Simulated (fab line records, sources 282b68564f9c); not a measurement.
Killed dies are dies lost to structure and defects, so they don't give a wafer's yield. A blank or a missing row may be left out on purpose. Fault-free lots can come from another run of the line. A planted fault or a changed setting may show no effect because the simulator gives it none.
Which tool is to blame? | flow rit cmos | 14 lots, 42 wafers sampled, at 3 steps of a route of 202

## WHAT THE GAUGES READ, wafer by wafer
RIT_NLDD_TW_MEAS_10.
lot  | measured    | on            | NLDD_TW
L269 | day 2 23:03 | film metro-01 | 2480 2463 2471
L270 | day 3 04:35 | film metro-01 | 2457 2458 2467
L271 | day 3 08:26 | film metro-03 | 2528 2512 2522
L272 | day 3 10:51 | film metro-04 | 2491 2488 2494
L273 | day 3 18:50 | film metro-01 | 2469 2464 2465
L274 | day 3 23:09 | film metro-03 | 2532 2533 2518
L275 | day 4 02:07 | film metro-01 | 2504 2496 2496
L279 | day 5 00:09 | film metro-01 | 2469 2458 2473
L280 | day 5 01:48 | film metro-03 | 2533 2537 2529
L281 | day 5 11:33 | film metro-04 | 2507 2495 2499
L283 | day 5 20:09 | film metro-01 | 2694 2696 2700 2704 2703 2704
L285 | day 6 06:10 | film metro-01 | 2464 2454 2464
L286 | day 6 07:58 | film metro-01 | 2705 2680 2696 2697 2696 2685
L291 | day 7 11:16 | film metro-03 | 2493 2510 2516

RIT_SDANNEAL_RS_MEAS_07: the measuring method here is four-point-probe.
lot  | measured    | on            | NLDD_RS (ohm/sq)
L269 | day 3 07:01 | film metro-01 | 150.8 151.2 150.5
L270 | day 3 12:40 | film metro-01 | 152.5 152.6 152.3
L271 | day 3 17:17 | film metro-04 | 152.0 152.2 152.3
L272 | day 3 18:58 | film metro-04 | 151.2 151.1 151.0
L273 | day 4 02:43 | film metro-04 | 151.6 151.1 151.2
L274 | day 4 07:14 | film metro-01 | 151.3 151.0 152.0
L275 | day 4 10:26 | film metro-04 | 151.9 150.9 152.3
L279 | day 5 08:15 | film metro-04 | 151.4 151.4 151.9
L280 | day 5 10:01 | film metro-01 | 151.5 151.8 151.9
L281 | day 5 19:19 | film metro-01 | 151.7 151.9 151.7
L283 | day 6 13:04 | film metro-01 | 114.3 114.2 114.2 113.9 114.2 114.4
L285 | day 6 15:05 | film metro-03 | 151.2 151.8 151.3
L286 | day 6 19:49 | film metro-04 | 113.5 113.7 113.5 113.7 113.6 113.7
L291 | day 7 19:20 | film metro-01 | 150.8 151.1 151.1

## WHICH TOOL RAN EACH LOT (tool, then ch and the chambers of the sampled wafers, then the start)
lot  | RIT_NLDD_IMPLANT_08
L269 | implanter-02 ch 0, day 2 22:44
L270 | implanter-01 ch 0, day 3 04:15
L271 | implanter-01 ch 0, day 3 08:07
L272 | implanter-04 ch 0, day 3 10:31
L273 | implanter-04 ch 0, day 3 18:32
L274 | implanter-02 ch 0, day 3 22:50
L275 | implanter-02 ch 0, day 4 01:50
L279 | implanter-04 ch 0, day 4 23:49
L280 | implanter-01 ch 0, day 5 01:31
L281 | implanter-04 ch 0, day 5 11:14
L283 | implanter-04 ch 0, day 5 19:49
L285 | implanter-02 ch 0, day 6 05:53
L286 | implanter-04 ch 0, day 6 07:38
L291 | implanter-01 ch 0, day 7 10:59
- RIT_NLDD_IMPLANT_08

## WHAT THE TOOLS THEMSELVES READ (means of the sampled wafers that have a number; where no wafer has one, the mark that the record gives instead)
RIT_NLDD_IMPLANT_08.
lot  | tool         | beam energy keV | beam on s (s) | dose ions cm2 | faraday current uA
L269 | implanter-02 | 20.003          | 9.71          | 5e+14         | 1618
L270 | implanter-01 | 19.998          | 9.92          | 5e+14         | 1580
L271 | implanter-01 | 19.997          | 10.02         | 5e+14         | 1565
L272 | implanter-04 | 19.997          | 10.01         | 5e+14         | 1572
L273 | implanter-04 | 20.000          | 10.01         | 5e+14         | 1576
L274 | implanter-02 | 19.998          | 9.93          | 5e+14         | 1586
L275 | implanter-02 | 19.996          | 9.97          | 5e+14         | 1577
L279 | implanter-04 | 20.010          | 10.02         | 5e+14         | 1573
L280 | implanter-01 | 20.005          | 9.89          | 5e+14         | 1589
L281 | implanter-04 | 19.999          | 9.93          | 5e+14         | 1591
L283 | implanter-04 | 19.990          | 14.31         | 5e+14         | 1102
L285 | implanter-02 | 20.001          | 10.04         | 5e+14         | 1566
L286 | implanter-04 | 19.996          | 14.14         | 5e+14         | 1112
L291 | implanter-01 | 19.995          | 10.01         | 5e+14         | 1574

## THE ANSWER, worked out from the rows above alone
Rule: usual is defined by the lots themselves. Put in order of their means at a reading, lots are off if they are a third of the lots or fewer, leave a main group of 4 or more, and stand apart from it by a gap of 3 or more times the standard deviation of the main group's means; of several such gaps the widest counts. A main group whose means are all the same, to the digits that the tables above print for the reading, isn't used. A lot without any number at a reading at which 4 lots or more have one is off too. Any other lot the step has rows for is counted as sound. After the gauges, taken in route order, come the tools' own readings; for these a lot's mean is taken, as printed above. At the first step where some lot is off, the reading lying furthest off is the one used; lots without a number count as furthest.
Off: L283, L286, at RIT_NLDD_TW_MEAS_10 (NLDD_TW). Main group: mean 2492, sd 26.
A tool fits if, at a process step before that reading, it ran every lot that is off, and no sound lot after the first of them. The gauges at RIT_NLDD_TW_MEAS_10 aren't tried: what is off there is off at RIT_NLDD_IMPLANT_08 too, on other tools, and a gauge's error can't cause that. One fits: RIT_NLDD_IMPLANT_08 on implanter-04. A fault onset in the window from L281 (day 5 11:14, its last sound lot) to L283 (day 5 19:49, its first lot off) fits.
The tool's own readings at RIT_NLDD_IMPLANT_08 bear it out: on the lots that are off they differ by more than 5 times the standard deviation of the sound lots' means. beam on s reads 14.23 s there against 9.96 s on the sound lots; faraday current uA reads 1107 there against 1581 on the sound lots.

## WHAT WAS PUT IN BY THE SIMULATOR
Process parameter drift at RIT_NLDD_IMPLANT_08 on implanter-04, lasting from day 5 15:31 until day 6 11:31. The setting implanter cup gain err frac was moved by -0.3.
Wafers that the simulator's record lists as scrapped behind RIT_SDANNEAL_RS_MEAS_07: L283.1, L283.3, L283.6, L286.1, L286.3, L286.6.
Lots struck among those shown: L283, L286. The rule given above showed the same thing.
